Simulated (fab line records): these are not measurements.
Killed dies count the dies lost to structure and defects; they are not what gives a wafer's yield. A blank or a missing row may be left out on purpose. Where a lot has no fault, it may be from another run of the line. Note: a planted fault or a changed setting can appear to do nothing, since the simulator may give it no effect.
What tool caused it? / flow ritCmos / 13 lots with 39 wafers sampled at 2 steps, on a route of 202 steps

== WHAT EACH GAUGE READ, for each wafer ==
No reading from a measuring or inspecting step in the record can be judged against a usual standard deviation.

== EACH LOT AND THE TOOL THAT RAN IT (in order: tool; ch and the chambers of the sampled wafers; start) ==
lot=L643; RIT_PWELL_EXPOSE_03=ilineStepper-01 ch 0, day 1 21:41; RIT_M1_PROBE_99=-
lot=L645; RIT_PWELL_EXPOSE_03=ilineStepper-01 ch 0, day 2 07:16; RIT_M1_PROBE_99=-
lot=L646; RIT_PWELL_EXPOSE_03=ilineStepper-02 ch 0, day 2 13:34; RIT_M1_PROBE_99=prober-01, day 4 01:29
lot=L650; RIT_PWELL_EXPOSE_03=ilineStepper-02 ch 0, day 3 09:49; RIT_M1_PROBE_99=-
lot=L652; RIT_PWELL_EXPOSE_03=ilineStepper-01 ch 0, day 3 18:52; RIT_M1_PROBE_99=-
lot=L654; RIT_PWELL_EXPOSE_03=ilineStepper-02 ch 0, day 4 04:32; RIT_M1_PROBE_99=-
lot=L655; RIT_PWELL_EXPOSE_03=ilineStepper-01 ch 0, day 4 10:05; RIT_M1_PROBE_99=-
lot=L660; RIT_PWELL_EXPOSE_03=ilineStepper-02 ch 0, day 5 10:29; RIT_M1_PROBE_99=-
lot=L661; RIT_PWELL_EXPOSE_03=ilineStepper-02 ch 0, day 5 16:02; RIT_M1_PROBE_99=prober-02, day 7 08:11
lot=L662; RIT_PWELL_EXPOSE_03=ilineStepper-01 ch 0, day 5 22:14; RIT_M1_PROBE_99=prober-01, day 7 09:38
lot=L663; RIT_PWELL_EXPOSE_03=ilineStepper-01 ch 0, day 6 06:42; RIT_M1_PROBE_99=prober-02, day 7 21:41
lot=L665; RIT_PWELL_EXPOSE_03=ilineStepper-02 ch 0, day 6 13:08; RIT_M1_PROBE_99=-
lot=L666; RIT_PWELL_EXPOSE_03=ilineStepper-02 ch 0, day 6 21:32; RIT_M1_PROBE_99=prober-01, day 8 10:41
- RIT_PWELL_EXPOSE_03: exposes mask M3, target cd 43700 nm.
- RIT_M1_PROBE_99

== AS READ BY THE TOOLS THEMSELVES (means over the sampled wafers that have a number; for cases with no such wafer, the mark the record gives instead) ==
RIT_PWELL_EXPOSE_03. Usual: reticleTempC reads 23.01 C (standard deviation 0.11).
lot=L643; tool=ilineStepper-01; reticleTempC (C)=23.11; flag=
lot=L645; tool=ilineStepper-01; reticleTempC (C)=22.94; flag=
lot=L646; tool=ilineStepper-02; reticleTempC (C)=23.05; flag=
lot=L650; tool=ilineStepper-02; reticleTempC (C)=22.83; flag=
lot=L652; tool=ilineStepper-01; reticleTempC (C)=23.12; flag=
lot=L654; tool=ilineStepper-02; reticleTempC (C)=23.07; flag=
lot=L655; tool=ilineStepper-01; reticleTempC (C)=23.05; flag=
lot=L660; tool=ilineStepper-02; reticleTempC (C)=23.03; flag=
lot=L661; tool=ilineStepper-02; reticleTempC (C)=22.93; flag=
lot=L662; tool=ilineStepper-01; reticleTempC (C)=23.04; flag=
lot=L663; tool=ilineStepper-01; reticleTempC (C)=23.08; flag=
lot=L665; tool=ilineStepper-02; reticleTempC (C)=23.01; flag=
lot=L666; tool=ilineStepper-02; reticleTempC (C)=22.97; flag=

RIT_M1_PROBE_99. Usual: killedAtContacts 0.1, standard deviation 0.27; killedAtFrontEnd 6.4, standard deviation 2.9; killedDies 6.5, standard deviation 3; killedOpen 3.3, standard deviation 1.9; killedShort 3.2, standard deviation 1.7.
lot=L646 tool=prober-01 killedAtContacts=0.3 killedAtFrontEnd=4.7 killedDies=5.0 killedOpen=3.7 killedShort=1.3 flag=
lot=L661 tool=prober-02 killedAtContacts=0.0 killedAtFrontEnd=10.3 killedDies=10.3 killedOpen=5.0 killedShort=5.3 flag=
lot=L662 tool=prober-01 killedAtContacts=0.0 killedAtFrontEnd=7.7 killedDies=7.7 killedOpen=4.0 killedShort=3.7 flag=
lot=L663 tool=prober-02 killedAtContacts=0.0 killedAtFrontEnd=5.7 killedDies=5.7 killedOpen=2.3 killedShort=3.3 flag=
lot=L666 tool=prober-01 killedAtContacts=0.0 killedAtFrontEnd=7.3 killedDies=7.3 killedOpen=3.7 killedShort=3.7 flag=

== THE ANSWER, worked out from the rows above alone ==
Rule: lot off if the mean of its wafers having a number is beyond 3 standard deviations from the usual mean. A lot without any number at a reading at which 4 lots or more have one is off too. The other lots that the step has rows for count as sound. After the gauges, taken in route order, come the tools' own readings; for these a lot's mean is taken, as printed above. At the first step where some lot is off, the reading lying furthest off is the one used; lots without a number count as furthest.
No lot is off at any reading shown: from this, nothing can be told.

== WHAT THE SIMULATOR PUT IN ==
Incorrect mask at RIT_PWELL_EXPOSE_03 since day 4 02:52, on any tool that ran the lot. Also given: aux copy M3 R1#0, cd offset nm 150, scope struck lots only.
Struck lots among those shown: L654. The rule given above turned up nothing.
